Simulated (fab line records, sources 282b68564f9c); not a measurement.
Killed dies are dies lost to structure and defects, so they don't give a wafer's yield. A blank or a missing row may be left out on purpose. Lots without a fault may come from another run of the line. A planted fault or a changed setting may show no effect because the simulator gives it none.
A struck lot beside a sound one | flow rit_cmos | 18 steps out of a route of 202
Sound: wafers L229.3, L229.4, L229.6. Struck: wafers L234.2, L234.4, L234.5. The cause comes at the end.
At each step with rows: each side's tool, then ch and its chambers, then its first start. Under that, the readings that differ: sound wafers | struck wafers | difference of the means | sigmas: that difference in standard deviations of wafers without a fault.
alike: readings whose means differ by less than 2 such deviations, and words and numbers that are the same on both sides. not compared: withheld readings, readings that some wafer has no value for, bounds like >300 that may hide the same value, and numbers for which the record gives no deviation and whose values overlap.
The two part at a step that has a row with sigmas, a row that says differs or no value, or rows on one side only. Numbers that don't overlap but have no deviation are shown without sigmas and don't part them. A reading that every wafer of one side lacks parts them only if that side has two wafers or more.

first, 1 step without rows for these wafers: RIT_PLDD_IMPLANT_08.
RIT_PLDD_STRIP_09: strips in O2, time 180 s.
  sound on plasma_asher-04 ch 0,1, day 4 15:17; struck on plasma_asher-03 ch 0,1, day 6 03:53
  alike: drypump_motor_current_A
  not compared: rf_hours_counter_h
RIT_PLDD_TW_MEAS_10:
  sound on film_metro-04, day 4 15:25; struck on film_metro-04, day 6 04:04
  alike: PLDD_TW
then, 4 steps without rows for these wafers: RIT_SPACER_CLEAN_00 (cleans in SC1, time 600 s); RIT_SPACER_CLEAN_01 (cleans in dHF, time 30 s); RIT_SPACER_CLEAN_02 (cleans in SC2, time 600 s); RIT_SPACER_CVD_03 (deposits Si3N4 from SiH2Cl2/NH3, target thk 250 nm, time 3300 s).
RIT_SPACER_THK_MEAS_04:
  sound on film_metro-04, day 4 17:46; struck on film_metro-04, day 6 06:35
  alike: SPACER_NITRIDE_THK
RIT_SPACER_ETCHBACK_05: etches Si3N4 in SF6/CHF3, stops on SiO2, target depth 250 nm, time 240 s.
  sound on rie_diel-02 ch 0,1, day 4 17:48; struck on rie_diel-03 ch 0,3, day 6 06:38
  alike: drypump_motor_current_A, oes_product_au, throttle_valve_pct
  not compared: rf_hours_counter_h
then, 3 steps without rows for these wafers: RIT_NSD_HMDS_00 (prime time 60 s); RIT_NSD_COAT_01 (resist thk 1000 nm); RIT_NSD_SOFTBAKE_02 (time 60 s).
RIT_NSD_EXPOSE_03: exposes mask M9, target cd 40700 nm.
  sound on iline_stepper-02 ch 0, day 4 18:26; struck on iline_stepper-02 ch 0, day 6 07:23
  reading                     | sound                   | struck            | difference | sigmas
  model.NSD.overlay_x_nm (nm) | -0.1924 -0.1924 -0.1924 | 359.8 359.8 359.8 | +360.0     |
  alike: mask, exposure_dose_mJ_cm2
then, 2 steps without rows for these wafers: RIT_NSD_PEB_04; RIT_NSD_DEVELOP_05 (develop time 50 s).
RIT_NSD_OVL_MEAS_06:
  sound on overlay-01, day 4 18:49; struck on overlay-01, day 6 07:46
  reading      | sound          | struck            | difference | sigmas
  NSD_OVL (nm) | -1.7 -2.4 -1.7 | 359.6 360.6 359.1 | +361.7     | +99 or more
then, 1 step without rows for these wafers: RIT_NSD_HARDBAKE_07 (time 60 s).
RIT_M1_PROBE_99:
  sound on prober-02, day 5 04:56; struck on prober-02, day 6 18:06
  reading                                    | sound | struck | difference | sigmas
  model.etest.select_edge_diode_n.over_limit | 0 0 0 | 1 1 1  | +1         |
  alike: killed_at_contacts, killed_at_front_end, killed_dies, killed_open, killed_short

WHERE THEY PART
Only at RIT_NSD_OVL_MEAS_06, within this record. Later steps at which nothing parts them and some readings are alike: RIT_M1_PROBE_99.

WHY: what the simulator had put in
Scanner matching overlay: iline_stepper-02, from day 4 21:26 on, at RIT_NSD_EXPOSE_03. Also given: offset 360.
